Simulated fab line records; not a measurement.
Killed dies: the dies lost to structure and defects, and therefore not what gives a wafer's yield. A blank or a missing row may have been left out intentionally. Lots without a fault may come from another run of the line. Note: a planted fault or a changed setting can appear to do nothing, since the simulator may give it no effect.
Which tool did it?	flow berkeleyCmos170	39 wafers from 13 lots sampled at 3 of the route's 331 steps

## WHAT THE GAUGES SHOWED, per wafer
UCB170_PLDD_TW_MEAS_11. Usual: PLDD_TW 1011, standard deviation 7.9.
lot	measured	on	PLDD_TW	flag
L315	day 6 18:11	filmMetro-04	1012 1009 1015	
L318	day 6 18:26	filmMetro-01	1018 1015 1015	
L314	day 6 18:44	filmMetro-04	1014 1014 1021	
L316	day 6 18:55	filmMetro-01	1018 1020 1021	
L317	day 6 19:03	filmMetro-03	1003 1000 1001	
L319	day 7 07:24	filmMetro-01	1019 1015 1020	
L321	day 8 05:25	filmMetro-03	1002 1002 1004	
L326	day 8 22:59	filmMetro-04	978 980 977	OFF
L328	day 9 02:14	filmMetro-03	1000 998 994	
L329	day 9 07:59	filmMetro-04	980 981 975	OFF
L333	day 10 00:41	filmMetro-01	1017 1017 1020	
L334	day 10 01:02	filmMetro-03	997 996 996	
L337	day 11 11:50	filmMetro-04	1008 1010 1011	

UCB170_SDANNEAL_RS_MEAS_04: measures by four-point-probe. Usual: PLDD_RS 1032 ohm/sq, standard deviation 3.2.
lot	measured	on	PLDD_RS (ohm/sq)	flag
L315	day 7 05:24	filmMetro-03	1035 1032 1036	
L318	day 7 05:13	filmMetro-04	1029 1029 1029	
L314	day 7 05:14	filmMetro-01	1034 1034 1033	
L316	day 7 06:07	filmMetro-04	1034 1036 1032	
L317	day 7 05:43	filmMetro-01	1035 1037 1037	
L319	day 7 17:34	filmMetro-01	1031 1032 1032	
L321	day 8 23:03	filmMetro-03	1032 1032 1032	
L326	day 10 01:23	filmMetro-04	1115 1118 1116	OFF
L328	day 9 14:13	filmMetro-01	1035 1033 1033	
L329	day 9 20:08	filmMetro-01	1124 1121 1121	OFF
L333	day 10 13:46	filmMetro-01	1035 1034 1034	
L334	day 10 14:31	filmMetro-03	1031 1028 1031	
L337	day 12 01:34	filmMetro-03	1033 1033 1032	

## TOOL THAT RAN EACH LOT (tool first, then ch and the chambers of the sampled wafers, then the start)
lot	UCB170_PLDD_IMPLANT_08
L315	implanter-04 ch 0, day 6 17:47
L318	implanter-01 ch 0, day 6 18:02
L314	implanter-02 ch 0, day 6 18:20
L316	implanter-04 ch 0, day 6 18:31
L317	implanter-02 ch 0, day 6 18:40
L319	implanter-01 ch 0, day 7 07:01
L321	implanter-04 ch 0, day 8 05:01
L326	implanter-04 ch 0, day 8 22:35
L328	implanter-01 ch 0, day 9 01:52
L329	implanter-04 ch 0, day 9 07:36
L333	implanter-01 ch 0, day 10 00:18
L334	implanter-01 ch 0, day 10 00:40
L337	implanter-01 ch 0, day 11 11:28
- UCB170_PLDD_IMPLANT_08

## WHAT THE TOOLS THEMSELVES READ (means of the sampled wafers that have a number; where no wafer has one, the mark that the record gives instead)
UCB170_PLDD_IMPLANT_08. Usual: beamOnS 10.00 s, standard deviation 0.21; faradayCurrentUA 159, standard deviation 3.2.
lot	tool	beamOnS (s)	faradayCurrentUA	flag
L315	implanter-04	9.97	159	
L318	implanter-01	9.91	160	
L314	implanter-02	10.22	155	
L316	implanter-04	10.09	157	
L317	implanter-02	10.31	154	
L319	implanter-01	9.98	159	
L321	implanter-04	10.09	157	
L326	implanter-04	8.04	197	OFF
L328	implanter-01	9.83	162	
L329	implanter-04	8.06	197	OFF
L333	implanter-01	9.85	160	
L334	implanter-01	9.98	159	
L337	implanter-01	9.85	161	

## THE ANSWER, worked out from the rows above alone
Rule: a lot is off if the mean of its wafers that have a number lies more than 3 standard deviations from the usual mean. A lot without any number at a reading at which 4 lots or more have one is off too. Any other lot the step has rows for is counted as sound. Order of review: gauges by route order, followed by the tools' own readings, for which a lot's mean as printed above is used. The first step at which some lot is off is used, and at that step the reading that is off furthest; a lot without a number counts as furthest.
Off: at UCB170_PLDD_TW_MEAS_11 (PLDD_TW), L326, L329.
A tool fits if, at a process step before that reading, it ran every lot that is off, and no sound lot after the first of them. The gauges at UCB170_PLDD_TW_MEAS_11 aren't tried: what is off there is off at UCB170_PLDD_IMPLANT_08 too, on other tools, and a gauge's error can't cause that. One fits: implanter-04 at UCB170_PLDD_IMPLANT_08. A fault onset in the window from L321 (day 8 05:01, its last sound lot) to L326 (day 8 22:35, its first lot off) fits.
The tool's own readings at UCB170_PLDD_IMPLANT_08 bear it out: on the lots that are off they differ by more than 5 times the standard deviation of the sound lots' means. beamOnS reads 8.05 s there against 10.01 s on the sound lots; faradayCurrentUA reads 197 there against 158 on the sound lots.

## WHAT HAD BEEN PUT IN BY THE SIMULATOR
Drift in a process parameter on implanter-04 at UCB170_PLDD_IMPLANT_08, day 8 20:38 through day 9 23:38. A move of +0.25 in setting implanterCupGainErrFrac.
Struck lots among those shown: L326, L329. This agrees with what the rule above found.
